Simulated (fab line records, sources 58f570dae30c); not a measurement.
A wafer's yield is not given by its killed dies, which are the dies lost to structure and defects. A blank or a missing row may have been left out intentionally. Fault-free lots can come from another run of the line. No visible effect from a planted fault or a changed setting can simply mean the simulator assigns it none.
A single fault, viewed from 2 desks | flow berkeley_cmos170 | numbers are kept per desk, each desk with only its own; the story behind them comes last

## FOR THE TOOL OWNER'S DESK: implanter-04
The tool's own readings at UCB170_NVT_IMPLANT_07, given as means over the sampled wafers that have a number, one for each lot that went through this tool. Any lot whose mean is over 4 standard deviations away from the usual mean is out of limits and marked OUT; that distance is given in the brackets.
Columns: A = beam_energy_keV at UCB170_NVT_IMPLANT_07, usual 49.999; B = beam_on_s at UCB170_NVT_IMPLANT_07, usual 10.02 s
lot  | first seen here | A                        | B
L240 | day 8 00:19     | 49.997                   | 9.98
L243 | day 8 13:31     | 50.009                   | 10.00
L250 | day 10 02:35    | 51.629 (+99 or more) OUT | 10.10
L252 | day 10 20:04    | 51.632 (+99 or more) OUT | 10.12
This desk's finding: out of limits on L250, L252; first on L250, day 10 02:35 (beam_energy_keV at UCB170_NVT_IMPLANT_07). In limits: L240, L243.

## METROLOGY DESK
Means of the sampled wafers that have a number, per lot and without regard to the tool the lot ran on: this is what the gauges read. Any lot whose mean is over 4 standard deviations away from the usual mean is out of limits and marked OUT; that distance is given in the brackets.
Columns: A = SACOX_OXIDE_THK at UCB170_SACOX_THK_MEAS_02, usual 14.4 nm; B = SCREENOX_OXIDE_THK at UCB170_SCREENOX_THK_MEAS_02, usual 14.39 nm; C = NVT_OVL at UCB170_NVT_OVL_MEAS_06, usual -2 nm
lot  | first seen here | A    | B     | C
L240 | day 7 12:53     | 14.7 | 14.74 | -9
L243 | day 8 00:08     | 14.3 | 14.24 | 2
L250 | day 9 09:20     | 14.8 | 14.14 | 13
L252 | day 10 04:58    | 14.1 | 14.49 | 1
L253 | day 10 04:59    | 14.5 | 14.36 | -6
L257 | day 11 07:43    | 14.4 | 14.17 | 3
Finding of this desk: none of the 6 lots has anything out of limits.

## PUT TOGETHER
The tool owner's desk could have raised an alarm at day 10 02:35, on L250, L252.
At the metrology desk, nothing out of limits was observed.
The metrology desk holds a record of L250, L252, inside its limits.
The lots listed all ran UCB170_NVT_IMPLANT_07 on implanter-04.

## WHAT THE SIMULATOR HAD PUT IN
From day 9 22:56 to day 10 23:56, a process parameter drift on implanter-04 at UCB170_NVT_IMPLANT_07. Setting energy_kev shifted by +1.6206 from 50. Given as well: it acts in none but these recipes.
Shown lots that were struck: L250, L252.
Time in hours from fault onset to the first out-of-limits reading at each desk: the tool owner's desk, 4.
